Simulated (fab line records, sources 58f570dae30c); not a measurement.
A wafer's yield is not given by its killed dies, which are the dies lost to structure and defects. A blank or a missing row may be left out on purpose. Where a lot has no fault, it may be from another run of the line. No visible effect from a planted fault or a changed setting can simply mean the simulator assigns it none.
Which tool is to blame? ; flow berkeley cmos170 ; route of 331 steps, sampled at 1 step: 15 lots, 45 wafers

== WHAT EACH GAUGE READ, for each wafer ==
UCB170_ACTIVE_CD_MEAS_13 targets a cd of 1200 nm. Usual: cd nm at 1199.7 nm, with a standard deviation of 1.3.
lot;measured;on;cd nm (nm);flag
L866;day 4 10:17;cd sem-02;1199.1 1199.1 1199.6;
L867;day 4 16:04;cd sem-02;1199.6 1199.3 1198.3;
L868;day 4 16:17;cd sem-02;1198.4 1200.1 1198.2;
L869;day 4 16:26;cd sem-02;1199.2 1200.0 1199.6;
L871;day 5 12:53;cd sem-02;1201.1 1200.2 1200.3;
L872;day 5 13:09;cd sem-02;1199.8 1198.4 1198.5;
L873;day 5 23:16;cd sem-01;1198.4 1199.4 1198.5;
L876;day 6 03:22;cd sem-01;1200.1 1200.3 1200.9;
L875;day 6 03:34;cd sem-02;1200.3 1199.0 1199.6;
L880;day 7 05:22;cd sem-02;1199.6 1198.4 1197.5;
L881;day 7 05:28;cd sem-02;1200.5 1199.8 1200.0;
L882;day 7 14:26;cd sem-01;1201.8 1201.6 1202.6;
L886;day 8 09:23;cd sem-02;1203.0 1201.8 1202.5;
L885;day 8 09:43;cd sem-01;1198.3 1198.5 1197.1;
L888;day 8 16:11;cd sem-02;1201.4 1202.3 1200.9;

== WHICH TOOL RAN EACH LOT (tool, then ch and the chambers of the sampled wafers, then the start) ==
The record shows no process step preceding these readings.

== AS READ BY THE TOOLS THEMSELVES (means over the sampled wafers that have a number; for cases with no such wafer, the mark the record gives instead) ==
The record holds no such reading with a usual standard deviation.

== THE ANSWER, worked out from the rows above alone ==
Rule: a lot counts as off when the mean over its wafers that have a number is more than 3 standard deviations away from the usual mean. A lot without any number at a reading at which 4 lots or more have one is off too. All remaining lots with rows at the step are treated as sound. First the gauges in route order, then the tools' own readings, where a lot's mean is used as printed above. At the first step where some lot is off, the reading lying furthest off is the one used; lots without a number count as furthest.
No lot is off at any reading shown: from this, nothing can be told.

== WHAT HAD BEEN PUT IN BY THE SIMULATOR ==
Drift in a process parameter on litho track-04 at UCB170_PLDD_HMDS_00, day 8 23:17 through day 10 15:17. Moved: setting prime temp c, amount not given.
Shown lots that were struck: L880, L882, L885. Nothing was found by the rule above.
